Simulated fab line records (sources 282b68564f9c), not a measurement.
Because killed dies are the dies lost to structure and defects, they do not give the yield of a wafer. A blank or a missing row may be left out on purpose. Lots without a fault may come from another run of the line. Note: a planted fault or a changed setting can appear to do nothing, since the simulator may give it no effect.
Split-lot experiment / flow rit-cmos / 23 wafers read across 5 lots, on a route 202 steps long

## ABOUT THE SPLIT
At RIT_PWELL_IMPLANT_08, the setting dose-cm2 was moved away from the recipe's 7e+13 on 9 of the 23 wafers read, by -6.6% to +6.0%. This setting was run at the recipe's value on the other wafers.

## FROM THE SPLIT TO THE READING: what the file shows between them, 3 steps
- RIT_PWELL_STRIP_09: strips in O2, time 180 s
- RIT_PWELL_TW_MEAS_10
- RIT_WELLDRIVE_ANNEAL_00: time 14700 s

## THE READING
PWELL_RS in ohm/sq, measured at RIT_WELLDRIVE_RS_MEAS_02 by four-point-probe. On this fab line, fault-free wafers typically give 430.1 ohm/sq with a standard deviation of 1 ohm/sq.

wafer=L077.1; tool, chamber at the split=implanter-01, 0; dose-cm2 as run=6.592e+13; against the recipe=-5.8%; PWELL_RS, ohm/sq=447.9; against lot-mates on the recipe=+16.7
wafer=L077.2; tool, chamber at the split=implanter-01, 0; dose-cm2 as run=7e+13; against the recipe=recipe; PWELL_RS, ohm/sq=431.5; against lot-mates on the recipe=-
wafer=L077.3; tool, chamber at the split=implanter-01, 0; dose-cm2 as run=6.592e+13; against the recipe=-5.8%; PWELL_RS, ohm/sq=446.6; against lot-mates on the recipe=+15.4
wafer=L077.5; tool, chamber at the split=implanter-01, 0; dose-cm2 as run=7e+13; against the recipe=recipe; PWELL_RS, ohm/sq=430.7; against lot-mates on the recipe=-
wafer=L077.6; tool, chamber at the split=implanter-01, 0; dose-cm2 as run=7e+13; against the recipe=recipe; PWELL_RS, ohm/sq=431.5; against lot-mates on the recipe=-
wafer=L079.1; tool, chamber at the split=implanter-03, 0; dose-cm2 as run=7.285e+13; against the recipe=+4.1%; PWELL_RS, ohm/sq=420.1; against lot-mates on the recipe=-11.1
wafer=L079.2; tool, chamber at the split=implanter-03, 0; dose-cm2 as run=7.285e+13; against the recipe=+4.1%; PWELL_RS, ohm/sq=420.9; against lot-mates on the recipe=-10.3
wafer=L079.3; tool, chamber at the split=implanter-03, 0; dose-cm2 as run=7e+13; against the recipe=recipe; PWELL_RS, ohm/sq=432.2; against lot-mates on the recipe=-
wafer=L079.4; tool, chamber at the split=implanter-03, 0; dose-cm2 as run=7e+13; against the recipe=recipe; PWELL_RS, ohm/sq=430.6; against lot-mates on the recipe=-
wafer=L079.5; tool, chamber at the split=implanter-03, 0; dose-cm2 as run=7e+13; against the recipe=recipe; PWELL_RS, ohm/sq=430.7; against lot-mates on the recipe=-
wafer=L080.1; tool, chamber at the split=implanter-03, 0; dose-cm2 as run=7e+13; against the recipe=recipe; PWELL_RS, ohm/sq=429.0; against lot-mates on the recipe=-
wafer=L080.2; tool, chamber at the split=implanter-03, 0; dose-cm2 as run=6.538e+13; against the recipe=-6.6%; PWELL_RS, ohm/sq=451.0; against lot-mates on the recipe=+21.0
wafer=L080.3; tool, chamber at the split=implanter-03, 0; dose-cm2 as run=7e+13; against the recipe=recipe; PWELL_RS, ohm/sq=431.2; against lot-mates on the recipe=-
wafer=L080.5; tool, chamber at the split=implanter-03, 0; dose-cm2 as run=7e+13; against the recipe=recipe; PWELL_RS, ohm/sq=429.9; against lot-mates on the recipe=-
wafer=L080.6; tool, chamber at the split=implanter-03, 0; dose-cm2 as run=6.538e+13; against the recipe=-6.6%; PWELL_RS, ohm/sq=449.1; against lot-mates on the recipe=+19.1
wafer=L081.1; tool, chamber at the split=implanter-03, 0; dose-cm2 as run=7e+13; against the recipe=recipe; PWELL_RS, ohm/sq=429.5; against lot-mates on the recipe=-
wafer=L081.2; tool, chamber at the split=implanter-03, 0; dose-cm2 as run=7e+13; against the recipe=recipe; PWELL_RS, ohm/sq=430.3; against lot-mates on the recipe=-
wafer=L081.3; tool, chamber at the split=implanter-03, 0; dose-cm2 as run=7.42e+13; against the recipe=+6.0%; PWELL_RS, ohm/sq=414.7; against lot-mates on the recipe=-15.2
wafer=L081.5; tool, chamber at the split=implanter-03, 0; dose-cm2 as run=7.42e+13; against the recipe=+6.0%; PWELL_RS, ohm/sq=414.7; against lot-mates on the recipe=-15.2
wafer=L081.6; tool, chamber at the split=implanter-03, 0; dose-cm2 as run=7.42e+13; against the recipe=+6.0%; PWELL_RS, ohm/sq=413.4; against lot-mates on the recipe=-16.5
wafer=L082.1; tool, chamber at the split=implanter-01, 0; dose-cm2 as run=7e+13; against the recipe=recipe; PWELL_RS, ohm/sq=430.4; against lot-mates on the recipe=-
wafer=L082.4; tool, chamber at the split=implanter-01, 0; dose-cm2 as run=7e+13; against the recipe=recipe; PWELL_RS, ohm/sq=429.3; against lot-mates on the recipe=-
wafer=L082.5; tool, chamber at the split=implanter-01, 0; dose-cm2 as run=7e+13; against the recipe=recipe; PWELL_RS, ohm/sq=431.7; against lot-mates on the recipe=-

THE FIT
A straight line over all 23 wafers: PWELL_RS changes by -2.79 ohm/sq for each +1% of dose-cm2; r = -1.00; the points scatter about the line by 0.98 ohm/sq.
The same after taking each lot's own level away (the mean of its wafers on the recipe; 23 wafers): -2.77 ohm/sq for each +1%; r = -1.00; scatter 0.95 ohm/sq.
That fit puts the effect of the largest move of dose-cm2 on the reading at 18 ohm/sq.
From 429.90 to 431.23 ohm/sq: that is the span of the lots' own levels, equal to 1.3 times the standard deviation above.
Hence the lot-to-lot level has little effect on the slope; both slopes agree.
Check: with one of the wafers moved furthest among these (-6.6%) left out of the fit, the line predicts +18 ohm/sq for it against its lot-mates. It came out at +21 ohm/sq against them.

## THESE WAFERS: OTHER SPLITS
Before the reading, these wafers also passed through other splits. Each is held against what the fit with the lots' levels taken away leaves over:
other split on the same wafers=RIT_ACTIVE_CVD_03 sih2cl2-flow-sccm; wafers away from the commonest value=15; r with PWELL_RS (lot level and that fit taken away)=-0.05
other split on the same wafers=RIT_FOX2_OXIDATION_00 ox-time-s; wafers away from the commonest value=18; r with PWELL_RS (lot level and that fit taken away)=+0.03
other split on the same wafers=RIT_NWELL_IMPLANT_08 energy-kev; wafers away from the commonest value=10; r with PWELL_RS (lot level and that fit taken away)=+0.21

## THE WHOLE CHAIN: every reading that the file lists as answering this split, in the file's order
step=RIT_PWELL_TW_MEAS_10; what it does=; reading=PWELL_TW; change (the file's fit)=+3.53 for each +1% of the setting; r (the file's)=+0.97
step=RIT_WELLDRIVE_RS_MEAS_02; what it does=measures by four-point-probe; reading=PWELL_RS; change (the file's fit)=-2.79 for each +1% of the setting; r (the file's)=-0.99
step=RIT_M1_PROBE_99; what it does=; reading=etest.nmos-turned.drive-ua-um (the simulator's own value, which no gauge read); change (the file's fit)=-3.14 for each +1% of the setting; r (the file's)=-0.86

## FILE'S OWN FIT
PWELL_RS changes by -2.79 ohm/sq for each +1% of dose-cm2, r = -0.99.
